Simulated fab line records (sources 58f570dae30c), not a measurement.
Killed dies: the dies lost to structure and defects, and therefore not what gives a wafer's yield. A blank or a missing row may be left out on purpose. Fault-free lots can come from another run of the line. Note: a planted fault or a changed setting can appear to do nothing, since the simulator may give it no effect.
fab line records	flow berkeley-cmos170
record: lots: 6	wafers: 18	last-day: 11
route steps=331 shown PWELL@53 WELLDRIVE@55 ACTIVE@60
lots that met no fault: from a run of the same line without faults
start-h: the number of hours between the record's first day and the start of the first shown wafer of the lot	wait-h: hours from the lot's prior step to this one	" repeats the value in the row above	L1.1+2: several wafers, shown together as one row	- value missing, or start not given	* or withheld: withheld	< > ~ a bound
route shown NAME@n: names a module that has steps shown in the file, with the first one's number in the route	usual: mean/standard deviation of fault-free wafers	same: alike in all rows	chamber/n: place in a boat	sites: each site's reading	_std_site: standard deviation of those values	_edge_site: the outer-site mean with the inner-site mean subtracted	radius-mm: for every site, how far away it sits from the centre of the wafer	mask NAME#n: copy n	behind: the last tool/chamber to shape the wafer	hold: cause of the lot's hold/its duration in hours/its outcome	device: whichever transistor did not switch (one of n, p or np)	end of line: tests run on the same wafers once the route is complete	a step with no rows: only its recipe	killed: dies that structure and defects cost at the first sort, which is not the same as the wafer's yield	map: a wafer's dies, marking killed ones x, the rest . and places with no die _
set.NAME: the run value of the setting; set.NAME@STEP: its run value at that earlier step	model.NAME: the simulator's own value behind a step, which no gauge read
a table for each step, a row for each wafer; lots at some steps of the route
services: from which hour (start-h, from the record's first day; less than 0 if before it) a tool's chamber was out of use, for how many hours, and why
== steps ==
step: UCB170_PWELL_WET_ETCH_19
recipe: chemistry: H3PO4	target: Si3N4	temp-c: 160	time-s: 14400
step: UCB170_PWELL_WET_ETCH_20
recipe: chemistry: BOE	dilution: 5:1	target: SiO2	temp-c: 25	time-s: 22
step: UCB170_WELLDRIVE_CLEAN_00
recipe: chemistry: SPM	temp-c: 120	time-s: 600
step: UCB170_WELLDRIVE_OXIDATION_01
recipe: temp-c: 1100	ambient: O2	target-thk-a: 1990	ox-time-s: 9000
step: UCB170_WELLDRIVE_THK_MEAS_02
recipe: reads: SiO2_of_WELLDRIVE_OXIDATION_01
usual: WELLDRIVE_OXIDE_THK: 198/3.9
lot.wafer	tool	chamber	start-h	wait-h	WELLDRIVE_OXIDE_THK[nm]
L350.1	film-metro-04	-	72.36	0.0	196
L350.2	"	-	"	"	197
L350.4	"	-	"	"	197
L354.2	film-metro-04	-	88.66	0.1	194
L354.3	"	-	"	"	194
L354.6	"	-	"	"	194
L359.1	film-metro-03	-	114.35	0.0	203
L359.5	"	-	"	"	200
L359.6	"	-	"	"	202
L358.1	film-metro-04	-	114.40	0.0	194
L358.2	"	-	"	"	194
L358.5	"	-	"	"	193
L361.2	film-metro-03	-	131.75	0.0	193
L361.5	"	-	"	"	196
L361.6	"	-	"	"	192
L367.4	film-metro-04	-	157.83	0.0	205
L367.5	"	-	"	"	208
L367.6	"	-	"	"	203
step: UCB170_WELLDRIVE_ANNEAL_03
recipe: temp-c: 1100	time-s: 900	ambient: N2
step: UCB170_WELLDRIVE_WET_ETCH_04
recipe: chemistry: BOE	dilution: 5:1	target: SiO2	temp-c: 25	time-s: 120
step: UCB170_ACTIVE_CLEAN_00
recipe: chemistry: SPM	temp-c: 120	time-s: 600
step: UCB170_ACTIVE_CLEAN_01
recipe: chemistry: dHF	dilution: 25:1	time-s: 60
step: UCB170_ACTIVE_OXIDATION_02
recipe: temp-c: 1000	ambient: O2	target-thk-a: 264	ox-time-s: 1260
step: UCB170_ACTIVE_THK_MEAS_03
recipe: reads: SiO2_of_ACTIVE_OXIDATION_02
usual: ACTIVE_OXIDE_THK: 26.2/0.53
lot.wafer	tool	chamber	start-h	wait-h	ACTIVE_OXIDE_THK[nm]
L350.1	film-metro-02	-	82.05	0.0	25.7
L350.2	"	-	"	"	26.2
L350.4	"	-	"	"	25.9
L354.2	film-metro-02	-	96.93	0.1	26.6
L354.3	"	-	"	"	26.4
L354.6	"	-	"	"	26.6
L359.1	film-metro-04	-	123.10	0.0	26.2
L359.5	"	-	"	"	25.9
L359.6	"	-	"	"	26.1
L358.1	film-metro-04	-	123.16	0.1	26.3
L358.2	"	-	"	"	26.3
L358.5	"	-	"	"	25.9
L361.2	film-metro-02	-	137.53	0.1	26.1
L361.5	"	-	"	"	26.1
L361.6	"	-	"	"	26.4
L367.4	film-metro-02	-	166.36	0.0	26.4
L367.5	"	-	"	"	26.6
L367.6	"	-	"	"	26.1
step: UCB170_ACTIVE_ANNEAL_04
recipe: temp-c: 1000	time-s: 900	ambient: N2
step: UCB170_ACTIVE_CVD_05
recipe: material: Si3N4	target-thk-nm: 220	temp-c: 800	precursor: SiH2Cl2/NH3	time-s: 3300	pressure-mtorr: 200	sih2cl2-flow-sccm: 25	nh3-flow-sccm: 75
usual: sih2cl2-flow-sccm: 24.99/0.075	spike-tc-source-C: 825.2/1.8	zone-power-centre-pct: 37.0/1.6
lot.wafer	tool	chamber	start-h	wait-h	sih2cl2-flow-sccm	spike-tc-source-C	zone-power-centre-pct	model.Si3N4_of_ACTIVE_CVD_05.thk-nm
L350.1	lpcvd-01	1	85.68	0.0	25.03	826.8	37.7	222.3
L350.2	"	1	"	"	25.00	825.5	38.2	223.6
L350.4	"	1	"	"	24.97	826.7	38.5	224.1
L354.2	lpcvd-02	0	99.61	0.0	24.83	829.3	37.9	220.6
L354.3	"	0	"	"	24.88	826.7	38.6	221.4
L354.6	"	0	"	"	24.76	826.0	38.2	219.4
L358.1	lpcvd-02	0	126.03	0.6	24.90	825.4	38.3	273.1
L358.2	"	0	"	"	24.93	827.7	37.8	274.5
L358.5	"	0	"	"	24.89	826.2	38.9	274.6
L359.1	lpcvd-02	1	126.03	1.6	24.90	824.4	35.1	274.6
L359.5	"	1	"	"	24.94	824.6	34.4	275.3
L359.6	"	1	"	"	25.04	824.3	35.0	273.1
L361.2	lpcvd-01	1	143.28	0.0	24.99	827.8	38.5	218.4
L361.5	"	1	"	"	25.08	825.1	37.9	218.5
L361.6	"	1	"	"	25.00	826.4	38.6	219.4
L367.4	lpcvd-01	1	172.87	0.3	24.96	826.9	38.8	219.8
L367.5	"	1	"	"	24.94	826.2	37.8	221
L367.6	"	1	"	"	24.97	824.5	38.3	221.1
step: UCB170_ACTIVE_THK_MEAS_06
recipe: reads: Si3N4_of_ACTIVE_CVD_05
usual: ACTIVE_NITRIDE_THK: 220.8/1.8
lot.wafer	tool	chamber	start-h	wait-h	ACTIVE_NITRIDE_THK[nm]
L350.1	film-metro-04	-	87.60	0.0	222.2
L350.2	"	-	"	"	223.4
L350.4	"	-	"	"	224.2
L354.2	film-metro-02	-	101.54	0.0	220.8
L354.3	"	-	"	"	221.3
L354.6	"	-	"	"	219.3
L358.1	film-metro-02	-	127.95	0.0	273.2
L358.2	"	-	"	"	274.7
L358.5	"	-	"	"	274.8
L359.1	film-metro-04	-	127.95	0.0	274.3
L359.5	"	-	"	"	275.2
L359.6	"	-	"	"	273.1
L361.2	film-metro-04	-	145.27	0.1	218.4
L361.5	"	-	"	"	218.6
L361.6	"	-	"	"	219.3
L367.4	film-metro-02	-	174.82	0.0	219.8
L367.5	"	-	"	"	220.9
L367.6	"	-	"	"	220.9
step: UCB170_ACTIVE_HMDS_07
recipe: prime-time-s: 60	prime-temp-c: 100
step: UCB170_ACTIVE_COAT_08
recipe: resist: KrF	spin-rpm: 1500	resist-thk-nm: 900
step: UCB170_ACTIVE_SOFTBAKE_09
recipe: resist: KrF	temp-c: 130	time-s: 60
step: UCB170_ACTIVE_EXPOSE_10
recipe: mask-id: ACTIVE	target-cd-nm: 1200	na: 0.5	sigma-outer: 0.6	source-shape: conventional	dose-mj: 20
step: UCB170_ACTIVE_PEB_11
recipe: peb-temp-c: 130	peb-time-s: withheld	resist: KrF
step: UCB170_ACTIVE_DEVELOP_12
recipe: developer: TMAH	develop-time-s: 45	resist: KrF	dev-temp-c: 21
step: UCB170_ACTIVE_CD_MEAS_13
recipe: target-cd-nm: 1200
usual: cd-nm: 1199.3/1.3
lot.wafer	tool	chamber	start-h	wait-h	cd-nm
L350.1	cd-sem-01	-	89.18	-	1196.3
L350.2	"	-	"	"	1196.9
L350.4	"	-	"	"	1197.7
L354.2	cd-sem-01	-	102.84	-	1198.7
L354.3	"	-	"	"	1199.7
L354.6	"	-	"	"	1200.3
L358.1	cd-sem-01	-	129.49	-	1198.6
L358.2	"	-	"	"	1199.6
L358.5	"	-	"	"	1198.9
L359.1	cd-sem-01	-	129.69	-	1199.2
L359.5	"	-	"	"	1198.3
L359.6	"	-	"	"	1198.4
L361.2	cd-sem-02	-	146.71	-	1199.6
L361.5	"	-	"	"	1200.2
L361.6	"	-	"	"	1199.9
L367.4	cd-sem-01	-	175.75	-	1198.8
L367.5	"	-	"	"	1198.8
L367.6	"	-	"	"	1198.8
step: UCB170_ACTIVE_OVL_MEAS_14
usual: ACTIVE_OVL: -1/5.7
lot.wafer	tool	chamber	start-h	wait-h	ACTIVE_OVL[nm]
L350.1	overlay-01	-	89.30	0.1	-6
L350.2	"	-	"	"	-9
L350.4	"	-	"	"	-10
L354.2	overlay-02	-	102.99	0.1	10
L354.3	"	-	"	"	-2
L354.6	"	-	"	"	7
L358.1	overlay-02	-	129.61	0.1	-4
L358.2	"	-	"	"	6
L358.5	"	-	"	"	-8
L359.1	overlay-02	-	129.81	0.1	-5
L359.5	"	-	"	"	1
L359.6	"	-	"	"	5
L361.2	overlay-02	-	146.82	0.1	-8
L361.5	"	-	"	"	2
L361.6	"	-	"	"	-6
L367.4	overlay-01	-	175.83	0.1	3
L367.5	"	-	"	"	-5
L367.6	"	-	"	"	2
step: UCB170_ACTIVE_ETCH_15
recipe: chemistry: CH3F/Ar/O2	target: Si3N4	stop-on: SiO2	CH3F_flow_sccm: 20	Ar_flow_sccm: 50	O2_flow_sccm: 7	pressure-mtorr: 50	rf-w: 445.4	target-depth-a: 2420	over-etch-frac: 0.1	time-s: 151
usual: O2_flow_sccm: 6.994/0.02	drypump-motor-current-A: 5.9/0.36	oes-product-au: 0.941/0.017	throttle-valve-pct: 8.16/0.11
same: over-etch-frac: 0.1	time-s: 151
lot.wafer	tool	chamber	start-h	wait-h	O2_flow_sccm	drypump-motor-current-A	oes-product-au	rf-hours-counter-h	throttle-valve-pct	model.etch.depth-nm
L350.1	rie-diel-03	0	89.34	0.0	7.013	6.6	0.934	35	8.15	222.3
L350.2	"	3	"	"	7.000	5.8	0.936	33	8.05	223.6
L350.4	"	3	"	"	7.033	5.8	0.943	-	8.03	224.1
L354.2	rie-diel-02	0	103.02	0.0	7.005	5.9	0.922	66	8.05	220.6
L354.3	"	3	"	"	6.996	5.6	0.960	59	8.09	221.4
L354.6	"	2	"	"	6.985	5.5	0.945	-	8.13	219.4
L358.1	rie-diel-01	3	129.65	0.0	6.979	5.5	0.997	77	7.97	238.8
L358.2	"	1	"	"	7.034	6.4	0.984	145	8.30	244.6
L358.5	"	0	"	"	7.007	5.9	1.001	-	8.24	238.6
L359.1	rie-diel-02	3	129.85	0.0	6.990	5.6	0.993	61	8.08	239.4
L359.5	"	2	"	"	7.009	5.4	0.987	-	8.14	240.1
L359.6	"	3	"	"	7.007	5.7	1.014	-	8.06	243.3
L361.2	rie-diel-03	1	146.85	0.0	6.991	6.2	0.965	11	8.29	218.4
L361.5	"	0	"	"	6.986	6.5	0.931	-	8.16	218.5
L361.6	"	1	"	"	7.004	6.2	0.963	-	8.29	219.4
L367.4	rie-diel-03	0	175.84	0.0	7.005	6.5	0.927	41	8.15	219.8
L367.5	"	1	"	"	6.972	6.2	0.971	-	8.30	221
L367.6	"	2	"	"	6.994	5.5	0.944	-	8.10	221.1
step: UCB170_ACTIVE_STRIP_16
recipe: chemistry: O2	power-w: 400	pressure-mtorr: 3500	platen-temp-c: withheld	o2-flow-sccm: 400	overash-fraction: 0.5
usual: drypump-motor-current-A: 5.7/0.45	oes-product-au: 0.721/0.0046	strip-time-to-endpoint-s: 18.06/0.067
lot.wafer	tool	chamber	start-h	wait-h	drypump-motor-current-A	oes-product-au	rf-hours-counter-h	strip-time-to-endpoint-s
L350.1	plasma-asher-03	1	89.49	0.1	6.0	0.716	40	18.05
L350.2	"	0	"	"	5.6	0.722	40	18.13
L350.4	"	0	"	"	5.6	0.722	-	18.02
L354.2	plasma-asher-01	0	103.12	0.1	5.6	0.716	34	17.98
L354.3	"	0	"	"	5.6	0.720	-	18.11
L354.6	"	1	"	"	5.1	0.719	-	18.06
L358.1	plasma-asher-01	1	129.75	0.1	5.1	0.723	2	18.09
L358.2	"	0	"	"	5.6	0.721	2	18.07
L358.5	"	1	"	"	5.1	0.723	-	18.21
L359.1	plasma-asher-02	0	129.95	0.1	5.4	0.727	45	18.04
L359.5	"	1	"	"	6.5	0.724	-	17.94
L359.6	"	0	"	"	5.4	0.724	-	17.94
L361.2	plasma-asher-03	1	146.95	0.1	6.0	0.731	48	18.09
L361.5	"	1	"	"	6.0	0.729	-	17.99
L361.6	"	0	"	"	5.6	0.725	-	18.01
L367.4	plasma-asher-01	1	175.98	0.1	5.1	0.722	-	18.01
L367.5	"	0	"	"	5.6	0.720	-	18.05
L367.6	"	1	"	"	5.1	0.719	-	18.05
== services ==
tool	chamber	start-h	hours	kind
lpcvd-02	-	62.20	1.0	repair
rie-diel-02	1	74.67	1.2	repair
rie-diel-01	3	76.84	8.9	repair
rie-diel-03	2	88.15	11.2	repair
rie-diel-03	1	88.61	15.4	repair
rie-diel-01	1	92.42	15.5	repair
plasma-asher-01	-	108.75	9.0	pm
plasma-asher-01	0	108.75	9.0	vent-cycle
plasma-asher-01	1	108.75	9.0	vent-cycle
plasma-asher-01	0	117.75	-	clean
plasma-asher-01	1	117.75	-	clean
plasma-asher-03	-	119.09	1.5	repair
plasma-asher-02	-	134.62	1.7	repair
plasma-asher-01	-	135.29	4.2	repair
rie-diel-03	-	145.04	0.3	repair
plasma-asher-01	-	145.96	1.3	repair
lpcvd-02	-	157.73	2.8	pm
rie-diel-02	-	165.63	15.6	pm
== key ==
first-sign: step: UCB170_ACTIVE_THK_MEAS_06	reading: ACTIVE_NITRIDE_THK	direction: up	sigmas: 31	usual: 220.8	struck: 274.2
effect: step: UCB170_ACTIVE_ETCH_15	reading: oes-product-au	direction: up	sigmas: 3.3	usual: 0.941	struck: 0.996
model-effect: step: UCB170_ACTIVE_CVD_05	value: Si3N4_of_ACTIVE_CVD_05.thk-nm	without: 219.2	struck: 274.2
model-effect: step: UCB170_ACTIVE_ETCH_15	value: etch.depth-nm	without: 219.2	struck: 240.8
met-at UCB170_ACTIVE_CVD_05
struck-wafers L358.1,L358.2,L358.5,L359.1,L359.5,L359.6
later-rows-left-out L358.1,L358.2,L358.5,L359.1,L359.5,L359.6
sort-left-out L358.1,L358.2,L358.5,L359.1,L359.5,L359.6
tester-left-out L358,L359
onset-between 99.61 126.03
fault: kind: process-parameter-drift	tool: lpcvd-02	chamber: -	onset-h: 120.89	steps: UCB170_ACTIVE_CVD_05	channel: target-thk-nm	offset: 55	shape: step	end-h: 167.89	acts-in: these-recipes-only	stated: 220
tester-left-out: of these lots the tester's yield and bins aren't shown, on N5 and GAA mostly nor the transistor test; their killed dies are dies lost to structure and defects alone, not to doping, threshold or leakage, so they don't give the yield
sort-left-out: the simulated sort isn't trusted on such a fault, so these wafers' sort isn't shown, and their yield isn't known
later-rows-left-out: the simulator's readings of these wafers behind a module that went badly wrong aren't trusted and aren't shown, but for the sort
